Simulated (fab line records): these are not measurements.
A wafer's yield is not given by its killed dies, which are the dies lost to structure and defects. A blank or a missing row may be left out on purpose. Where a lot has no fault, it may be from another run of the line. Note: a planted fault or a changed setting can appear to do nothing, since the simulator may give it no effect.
Which tool is to blame? + flow berkeley_cmos170 + 42 wafers from 14 lots sampled at 5 of the route's 331 steps

== WHAT EACH GAUGE READ, for each wafer ==
UCB170_SDANNEAL_RS_MEAS_03: measurement is done with a four-point probe.
| lot  | measured     | on            | NSD_RS (ohm/sq)   |
|------|--------------|---------------|-------------------|
| L420 | day 6 23:19  | film_metro-01 | 37.12 37.19 37.16 |
| L423 | day 7 07:55  | film_metro-02 | 37.23 37.18 37.25 |
| L422 | day 7 08:34  | film_metro-02 | 37.33 37.27 37.38 |
| L426 | day 8 07:51  | film_metro-01 | 37.06 36.97 36.93 |
| L430 | day 9 14:56  | film_metro-03 | 37.49 37.38 37.38 |
| L433 | day 9 20:36  | film_metro-02 | 37.17 37.13 37.14 |
| L436 | day 10 06:44 | film_metro-02 | 37.39 37.33 37.34 |
| L435 | day 10 06:52 | film_metro-01 | 37.30 37.24 37.27 |
| L437 | day 10 10:43 | film_metro-03 | 37.40 37.36 37.40 |
| L438 | day 10 23:01 | film_metro-01 | 37.27 37.21 37.29 |
| L439 | day 11 08:39 | film_metro-01 | 37.06 37.24 37.18 |
| L440 | day 11 08:57 | film_metro-03 | 37.27 37.38 37.35 |
| L441 | day 11 18:43 | film_metro-02 | 37.39 37.42 37.32 |
| L443 | day 12 03:49 | film_metro-02 | 37.20 37.29 37.19 |

UCB170_SILICIDE_RS_MEAS_02: measurement is done with a four-point probe.
| lot  | measured     | on            | SILICIDE_TI_RS (ohm/sq) |
|------|--------------|---------------|-------------------------|
| L420 | day 6 23:47  | film_metro-03 | 25.9 25.4 25.8          |
| L423 | day 7 08:22  | film_metro-04 | 25.2 25.9 25.7          |
| L422 | day 7 09:07  | film_metro-01 | 25.7 25.5 26.0          |
| L426 | day 8 08:19  | film_metro-04 | 26.1 25.9 26.3          |
| L430 | day 9 15:23  | film_metro-04 | 25.9 25.8 26.1          |
| L433 | day 9 21:04  | film_metro-04 | 25.6 25.8 26.3          |
| L436 | day 10 07:12 | film_metro-04 | 25.6 25.9 26.1          |
| L435 | day 10 07:19 | film_metro-01 | 25.2 25.5 25.8          |
| L437 | day 10 11:12 | film_metro-03 | 25.8 25.8 25.7          |
| L438 | day 10 23:29 | film_metro-03 | 25.8 25.7 26.0          |
| L439 | day 11 09:07 | film_metro-04 | 25.7 26.3 26.2          |
| L440 | day 11 09:25 | film_metro-03 | 26.0 25.9 26.0          |
| L441 | day 11 19:10 | film_metro-03 | 25.9 26.1 26.2          |
| L443 | day 12 04:17 | film_metro-04 | 25.8 26.1 26.1          |

UCB170_CONTACT_CD_MEAS_90 targets a cd of 700 nm.
| lot  | measured     | on        | cd_nm (nm)        |
|------|--------------|-----------|-------------------|
| L420 | day 7 04:47  | cd_sem-02 | 697.2 699.2 697.2 |
| L423 | day 7 14:03  | cd_sem-02 | 698.7 699.3 698.5 |
| L422 | day 7 14:20  | cd_sem-02 | 701.8 700.4 702.7 |
| L426 | day 8 12:40  | cd_sem-02 | 698.1 697.7 698.3 |
| L430 | day 9 21:52  | cd_sem-01 | - - -             |
| L433 | day 10 02:13 | cd_sem-01 | - - -             |
| L436 | day 10 12:31 | cd_sem-02 | 697.3 697.5 697.0 |
| L435 | day 10 12:56 | cd_sem-01 | 698.8 699.7 699.3 |
| L437 | day 10 16:15 | cd_sem-02 | 698.4 698.6 697.2 |
| L438 | day 11 04:41 | cd_sem-01 | 702.5 699.9 701.8 |
| L439 | day 11 13:35 | cd_sem-01 | 700.1 700.2 700.0 |
| L440 | day 11 15:46 | cd_sem-01 | 698.1 698.8 697.7 |
| L441 | day 12 00:31 | cd_sem-02 | 698.9 699.3 701.6 |
| L443 | day 12 09:16 | cd_sem-01 | 699.6 699.4 699.3 |

== WHAT TOOL EACH LOT RAN ON (gives the tool, then ch and the chambers of the sampled wafers, and finally the start) ==
| lot  | UCB170_NSD_STRIP_09                  | UCB170_CONTACT_CVD_01       |
|------|--------------------------------------|-----------------------------|
| L420 | plasma_asher-03 ch 0,1, day 6 21:27  | lpcvd-02 ch 1, day 7 00:28  |
| L423 | plasma_asher-02 ch 0,1, day 7 06:35  | lpcvd-01 ch 0, day 7 08:50  |
| L422 | plasma_asher-03 ch 0,1, day 7 07:14  | lpcvd-02 ch 0, day 7 09:31  |
| L426 | plasma_asher-01 ch 0,1, day 8 03:26  | lpcvd-01 ch 0, day 8 08:44  |
| L430 | plasma_asher-01 ch 0,1, day 9 13:34  | lpcvd-01 ch 1, day 9 17:13  |
| L433 | plasma_asher-01 ch 0,1, day 9 19:16  | lpcvd-01 ch 1, day 9 21:36  |
| L436 | plasma_asher-02 ch 0,1, day 10 04:58 | lpcvd-02 ch 0, day 10 07:47 |
| L435 | plasma_asher-03 ch 0,1, day 10 05:02 | lpcvd-01 ch 0, day 10 08:08 |
| L437 | plasma_asher-02 ch 0,1, day 10 09:17 | lpcvd-02 ch 0, day 10 11:49 |
| L438 | plasma_asher-02 ch 0,1, day 10 21:24 | lpcvd-01 ch 1, day 11 00:34 |
| L439 | plasma_asher-01 ch 0,1, day 11 06:56 | lpcvd-02 ch 1, day 11 09:34 |
| L440 | plasma_asher-01 ch 0,1, day 11 07:24 | lpcvd-02 ch 0, day 11 11:20 |
| L441 | plasma_asher-01 ch 0,1, day 11 17:13 | lpcvd-02 ch 1, day 11 19:36 |
| L443 | plasma_asher-03 ch 0, day 12 02:05   | lpcvd-01 ch 0, day 12 04:44 |
- UCB170_NSD_STRIP_09: strips in O2.
- UCB170_CONTACT_CVD_01: deposits PSG from SiH4/O2/PH3, target thk 700 nm, time 2820 s.

== AS READ BY THE TOOLS THEMSELVES (means over the sampled wafers that have a number; for cases with no such wafer, the mark the record gives instead) ==
UCB170_NSD_STRIP_09.
| lot  | tool            | drypump_motor_current_A (A) | oes_product_au (a.u.) | strip_time_to_endpoint_s (s) |
|------|-----------------|-----------------------------|-----------------------|------------------------------|
| L420 | plasma_asher-03 | 5.8                         | 0.537                 | 35.81                        |
| L423 | plasma_asher-02 | 5.5                         | 0.537                 | 35.74                        |
| L422 | plasma_asher-03 | 6.0                         | 0.532                 | 35.79                        |
| L426 | plasma_asher-01 | 6.2                         | 0.534                 | 35.97                        |
| L430 | plasma_asher-01 | 6.2                         | 0.533                 | 35.76                        |
| L433 | plasma_asher-01 | 6.3                         | 0.531                 | 35.79                        |
| L436 | plasma_asher-02 | 5.6                         | 0.532                 | 35.84                        |
| L435 | plasma_asher-03 | 5.8                         | 0.538                 | 35.79                        |
| L437 | plasma_asher-02 | 5.7                         | 0.532                 | 35.88                        |
| L438 | plasma_asher-02 | 5.7                         | 0.535                 | 35.81                        |
| L439 | plasma_asher-01 | 6.2                         | 0.535                 | 35.80                        |
| L440 | plasma_asher-01 | 6.2                         | 0.531                 | 35.91                        |
| L441 | plasma_asher-01 | 6.2                         | 0.535                 | 35.90                        |
| L443 | plasma_asher-03 | 6.3                         | 0.532                 | 35.90                        |

UCB170_CONTACT_CVD_01.
| lot  | tool     | o2_flow_sccm (sccm) | ph3_flow_sccm (sccm) |
|------|----------|---------------------|----------------------|
| L420 | lpcvd-02 | 89.98               | 25.13                |
| L423 | lpcvd-01 | 89.89               | 25.04                |
| L422 | lpcvd-02 | 90.37               | 25.03                |
| L426 | lpcvd-01 | 90.13               | 25.03                |
| L430 | lpcvd-01 | -                   | -                    |
| L433 | lpcvd-01 | -                   | -                    |
| L436 | lpcvd-02 | 89.99               | 24.98                |
| L435 | lpcvd-01 | 90.04               | 24.95                |
| L437 | lpcvd-02 | 90.45               | 25.02                |
| L438 | lpcvd-01 | 89.66               | 25.03                |
| L439 | lpcvd-02 | 89.97               | 24.86                |
| L440 | lpcvd-02 | 90.09               | 25.04                |
| L441 | lpcvd-02 | 90.51               | 24.96                |
| L443 | lpcvd-01 | 90.32               | 25.00                |

== THE ANSWER, worked out from the rows above alone ==
Rule: usual is defined by the lots themselves. The widest of any qualifying gaps counts: lots, ordered by their means at a reading, are off when they make up no more than a third of the lots, leave a main group of 4 or more, and stand apart from it by 3 or more times the standard deviation of that group's means. If all means in a main group match to the digits the tables above print for the reading, that group is not used. A lot without any number at a reading at which 4 lots or more have one is off too. Any other lot the step has rows for is counted as sound. First the gauges in route order, then the tools' own readings, where a lot's mean is used as printed above. At the first step where some lot is off, the reading lying furthest off is the one used; lots without a number count as furthest.
Off, at UCB170_CONTACT_CD_MEAS_90 on cd_nm: L430, L433. Without a number there: L430, L433. Main group: mean 699.2 nm, sd 1.3.
If a tool, at a process step before that reading, ran all the lots that are off and no sound lot after the first of them, it fits. The gauges at UCB170_CONTACT_CD_MEAS_90 aren't tried: what is off there is off at UCB170_CONTACT_CVD_01 too, on other tools, and a gauge's error can't cause that. Of those tried, none fits.

== WHAT THE SIMULATOR PUT IN ==
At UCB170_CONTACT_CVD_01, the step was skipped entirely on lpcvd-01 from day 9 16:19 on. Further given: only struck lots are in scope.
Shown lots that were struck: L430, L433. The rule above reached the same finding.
